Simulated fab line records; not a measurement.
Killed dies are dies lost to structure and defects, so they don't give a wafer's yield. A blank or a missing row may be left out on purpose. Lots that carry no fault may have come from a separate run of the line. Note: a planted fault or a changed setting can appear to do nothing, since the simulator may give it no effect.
The same fault as seen by 2 desks -- flow berkeley-cmos170 -- each desk holds nothing but its own numbers, with what lay behind them at the end

THE TOOL OWNER'S DESK: plasma-asher-02
The tool's own readings at UCB170_M2_STRIP_07 (strips in O2): means of the sampled wafers that have a number, for each lot that ran on this tool. Any lot whose mean is over 4 standard deviations away from the usual mean is out of limits and marked OUT; that distance is given in the brackets.
Columns: A = drypump-motor-current-A at UCB170_M2_STRIP_07, usual 5.65 A; B = o2-flow-sccm at UCB170_M2_STRIP_07, usual 399.9 sccm; C = oes-product-au at UCB170_M2_STRIP_07, usual 0.735 a.u.; D = strip-time-to-endpoint-s at UCB170_M2_STRIP_07, usual 21.91 s
lot,first seen here,A,B,C,D
L663,day 7 20:42,5.68,400.0,0.733,21.94
L664,day 8 03:37,5.76,398.6,0.736,22.03
L667,day 8 21:58,5.85,400.5,0.734,21.83
L670,day 9 10:53,5.77,319.5 (-73) OUT,0.717 (-4.4) OUT,22.78 (+12) OUT
L672,day 10 00:22,5.92,318.7 (-74) OUT,0.718 (-4.0) OUT,22.65 (+10) OUT
L674,day 10 10:07,5.73,319.1 (-73) OUT,0.714 (-4.9) OUT,22.75 (+12) OUT
Finding of this desk: L670, L672, L674 out of limits; the first was L670 at day 9 10:53, on o2-flow-sccm at UCB170_M2_STRIP_07. L663, L664, L667 stayed within limits.

METROLOGY DESK
Lot by lot, what the gauges showed, no matter which tool ran the lot: averages of those sampled wafers that carry a number. Any lot whose mean is over 4 standard deviations away from the usual mean is out of limits and marked OUT; that distance is given in the brackets.
Columns: A = CONTACT_OVL at UCB170_CONTACT_OVL_MEAS_16, usual 1 nm; B = V1_BOW at UCB170_V1_BOW_MEAS_03, usual 19 um
lot,first seen here,A,B
L662,day 7 10:44,0,24
L663,day 7 10:59,-5,20
L665,day 7 16:08,-1,8
L664,day 7 17:57,-8,16
L666,day 8 06:53,4,21
L667,day 8 07:09,10,15
L670,day 8 22:11,-3,21
L671,day 9 11:07,0,22
L672,day 9 11:20,3,12
L673,day 9 21:52,4,22
L674,day 9 22:07,6,16
L678,day 10 16:02,-1,19
L681,day 11 07:01,3,21
L682,day 11 19:01,-1,12
L685,day 11 21:25,-3,15
This desk's verdict: no lot among the 15 shows anything out of limits.

ALL TOGETHER
At day 9 10:53, on L670, L672, L674, the tool owner's desk was in a position to raise an alarm.
From the metrology desk's view, nothing was out of limits.
The metrology desk has L670, L672, L674 on record, within its limits.
UCB170_M2_STRIP_07 was run on plasma-asher-02 by each of the lots named.

WHAT THE SIMULATOR HAD INSERTED
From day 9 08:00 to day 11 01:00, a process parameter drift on plasma-asher-02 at UCB170_M2_STRIP_07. Setting o2-flow-sccm shifted by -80 from 400. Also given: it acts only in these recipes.
Lots struck among those shown: L670, L672, L674.
Each desk's first reading out of limits, in hours after the fault started: the tool owner's desk, 3.
